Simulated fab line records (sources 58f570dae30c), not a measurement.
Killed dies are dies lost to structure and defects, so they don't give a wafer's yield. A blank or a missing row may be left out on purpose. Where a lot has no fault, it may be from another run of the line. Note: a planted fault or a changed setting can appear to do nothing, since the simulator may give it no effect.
2 desks, one fault    flow berkeley-cmos170    every desk sees just its own numbers, and what lay behind them comes last

FOR THE TOOL OWNER'S DESK: pecvd-03
The tool's own readings at UCB170_SPACER_CVD_00 (deposits SiO2 from TEOS/O2, target thk 376 nm, time 47 s): means of the sampled wafers that have a number, for each lot that ran on this tool. The brackets show how far a lot's mean lies from the usual mean; more than 4 standard deviations puts the lot out of limits, marked OUT.
Columns: A = heater-power-w at UCB170_SPACER_CVD_00, usual 277 W
lot   first seen here  A
L950  day 7 08:01      286
L954  day 8 20:08      275
L957  day 9 20:19      323
Result from this desk: across the 3 lots, nothing is out of limits.

METROLOGY DESK
What the gauges read for every lot (on any tool): the sampled wafers with a number, averaged. The brackets show how far a lot's mean lies from the usual mean; more than 4 standard deviations puts the lot out of limits, marked OUT.
Columns: A = SPACER_TEOS_THK at UCB170_SPACER_THK_MEAS_01, usual 376 nm
lot   first seen here  A
L950  day 7 08:05      380
L946  day 7 08:27      383
L947  day 7 09:26      374
L952  day 8 09:09      379
L954  day 8 20:10      423 (+10) OUT
L957  day 9 20:22      418 (+9.0) OUT
L961  day 9 20:22      365
L958  day 9 20:25      377
L963  day 10 19:13     374
L965  day 10 19:26     372
L964  day 10 19:43     376
L966  day 11 06:51     376
L969  day 11 19:12     375
Per this desk, out of limits: L954, L957; the first was L954, day 8 20:10 (SPACER_TEOS_THK at UCB170_SPACER_THK_MEAS_01). L950, L946, L947, L952, L961, L958, L963, L965, L964, L966, L969 stayed within limits.

TAKEN TOGETHER
The metrology desk could have raised an alarm at day 8 20:10, on L954, L957.
The tool owner's desk saw nothing out of limits.
On record at the tool owner's desk: L954, L957, within its limits.
All the named lots went through UCB170_SPACER_CVD_00 on pecvd-03.

WHAT THE SIMULATOR HAD INSERTED
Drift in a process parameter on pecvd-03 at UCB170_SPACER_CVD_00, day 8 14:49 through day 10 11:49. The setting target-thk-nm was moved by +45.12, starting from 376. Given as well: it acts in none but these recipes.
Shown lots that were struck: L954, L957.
Delay in hours, fault start to first out-of-limits reading, per desk: metrology desk 5.
